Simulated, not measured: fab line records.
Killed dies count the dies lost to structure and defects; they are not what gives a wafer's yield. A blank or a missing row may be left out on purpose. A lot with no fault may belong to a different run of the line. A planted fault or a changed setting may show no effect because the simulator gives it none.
Commonality check across tools    flow rit_cmos    42 wafers sampled across 14 lots

== WHY IT WAS OPENED ==
At RIT_M1_RS_MEAS_01 the reading M1_AL_RS is flagged on 2 of 14 lots. Wafers without a fault read 0.0732 ohm/sq, standard deviation 0.0011.
Rule: a lot gets a flag if all its wafers with a number sit over 4 standard deviations from that mean, or if no wafer of it has a number. The other lots count as sound.

lot   measured     on             M1_AL_RS (ohm/sq), wafer by wafer  flag
L171  day 3 05:17  film_metro-02  0.0734 0.0735 0.0717               
L172  day 3 11:19  film_metro-02  0.0748 0.0742 0.0746               
L174  day 3 21:46  film_metro-01  0.0726 0.0738 0.0739               
L175  day 4 05:37  film_metro-01  0.0736 0.0736 0.0735               
L176  day 4 12:47  film_metro-01  0.0704 0.0712 0.0715               
L177  day 4 17:48  film_metro-03  0.0738 0.0730 0.0727               
L178  day 4 20:59  film_metro-03  0.0716 0.0725 0.0713               
L179  day 5 07:58  film_metro-03  0.0723 0.0731 0.0747               
L182  day 5 18:31  film_metro-01  0.0825 0.0819 0.0830               FLAGGED
L184  day 5 23:40  film_metro-01  0.0795 0.0828 0.0816               FLAGGED
L186  day 6 09:06  film_metro-02  0.0736 0.0737 0.0734               
L191  day 7 08:50  film_metro-01  0.0740 0.0738 0.0727               
L192  day 7 15:19  film_metro-01  0.0725 0.0714 0.0722               
L194  day 8 04:29  film_metro-01  0.0739 0.0743 0.0733               
The numbers of the flagged lots are 0.0819 ohm/sq on average: +0.0087 ohm/sq against the usual, or +8 standard deviations.

== TOOL THAT RAN EACH LOT ==
The record holds 2 process steps before the reading, out of a route of 202 steps. Each cell gives the tool, then ch followed by the chambers the sampled wafers passed through, then the start.
lot   flag     RIT_PLDD_STRIP_09                    RIT_M1_SPUTTER_00
L171           plasma_asher-03 ch 0,1, day 2 19:11  pvd_sputter-02, day 3 04:57
L172           plasma_asher-03 ch 0,1, day 3 00:59  pvd_sputter-03, day 3 11:01
L174           plasma_asher-02 ch 0,1, day 3 11:40  pvd_sputter-01, day 3 21:28
L175           plasma_asher-01 ch 0,1, day 3 19:39  pvd_sputter-02, day 4 05:19
L176           plasma_asher-01 ch 0,1, day 4 02:35  pvd_sputter-01, day 4 12:29
L177           plasma_asher-03 ch 0,1, day 4 07:34  pvd_sputter-02, day 4 17:35
L178           plasma_asher-02 ch 0,1, day 4 10:56  pvd_sputter-01, day 4 20:38
L179           plasma_asher-01 ch 0,1, day 4 21:56  pvd_sputter-02, day 5 07:41
L182  FLAGGED  plasma_asher-03 ch 0,1, day 5 08:38  pvd_sputter-02, day 5 18:13
L184  FLAGGED  plasma_asher-03 ch 0,1, day 5 14:06  pvd_sputter-02, day 5 23:20
L186           plasma_asher-02 ch 0,1, day 5 23:14  pvd_sputter-03, day 6 08:48
L191           plasma_asher-02 ch 0,1, day 6 23:00  pvd_sputter-03, day 7 08:33
L192           plasma_asher-02 ch 0,1, day 7 05:33  pvd_sputter-01, day 7 15:01
L194           plasma_asher-03 ch 0,1, day 7 18:45  pvd_sputter-03, day 8 04:11
What these steps do:
- RIT_PLDD_STRIP_09: strips in O2, time 180 s.
- RIT_M1_SPUTTER_00: material Al, target thk 400 nm, time 500 s.
- RIT_M1_RS_MEAS_01: measures by four-point-probe.

== FLAGGED OVER TOTAL, TOOL BY TOOL (the gauges that took the reading come last) ==
step               tool             lots run  flagged  share of the flagged lots  sound lots run after its first flagged lot
RIT_PLDD_STRIP_09  plasma_asher-01  3         0        none                       -
RIT_PLDD_STRIP_09  plasma_asher-02  5         0        none                       -
RIT_PLDD_STRIP_09  plasma_asher-03  6         2        all                        1 (L194)
RIT_M1_SPUTTER_00  pvd_sputter-01   4         0        none                       -
RIT_M1_SPUTTER_00  pvd_sputter-02   6         2        all                        0
RIT_M1_SPUTTER_00  pvd_sputter-03   4         0        none                       -
RIT_M1_RS_MEAS_01  film_metro-01    8         2        all                        3 (L191,L192,L194)
RIT_M1_RS_MEAS_01  film_metro-02    3         0        none                       -
RIT_M1_RS_MEAS_01  film_metro-03    3         0        none                       -

== WHAT IS ALLOWED BY THE TABLE ==
3 rows of the table ran every flagged lot: plasma_asher-03 at RIT_PLDD_STRIP_09, pvd_sputter-02 at RIT_M1_SPUTTER_00, film_metro-01 at RIT_M1_RS_MEAS_01.
- plasma_asher-03 at RIT_PLDD_STRIP_09 ran 6 lots, 2 of them flagged. Sound lots ran on it after the first flagged one (L194), which a lasting fault on the whole tool wouldn't allow.
- pvd_sputter-02 at RIT_M1_SPUTTER_00 ran 6 lots, 2 of them flagged. Last sound lot L179 at day 5 07:41, first flagged lot L182 at day 5 18:13; a fault beginning in between fits.
- film_metro-01 at RIT_M1_RS_MEAS_01 ran 8 lots, 2 of them flagged. Sound lots ran on it after the first flagged one (L191, L192, L194), which a lasting fault on the whole tool wouldn't allow.
What remains is a single tool, pvd_sputter-02 at RIT_M1_SPUTTER_00.

== WHAT THE SIMULATOR HAD INSERTED ==
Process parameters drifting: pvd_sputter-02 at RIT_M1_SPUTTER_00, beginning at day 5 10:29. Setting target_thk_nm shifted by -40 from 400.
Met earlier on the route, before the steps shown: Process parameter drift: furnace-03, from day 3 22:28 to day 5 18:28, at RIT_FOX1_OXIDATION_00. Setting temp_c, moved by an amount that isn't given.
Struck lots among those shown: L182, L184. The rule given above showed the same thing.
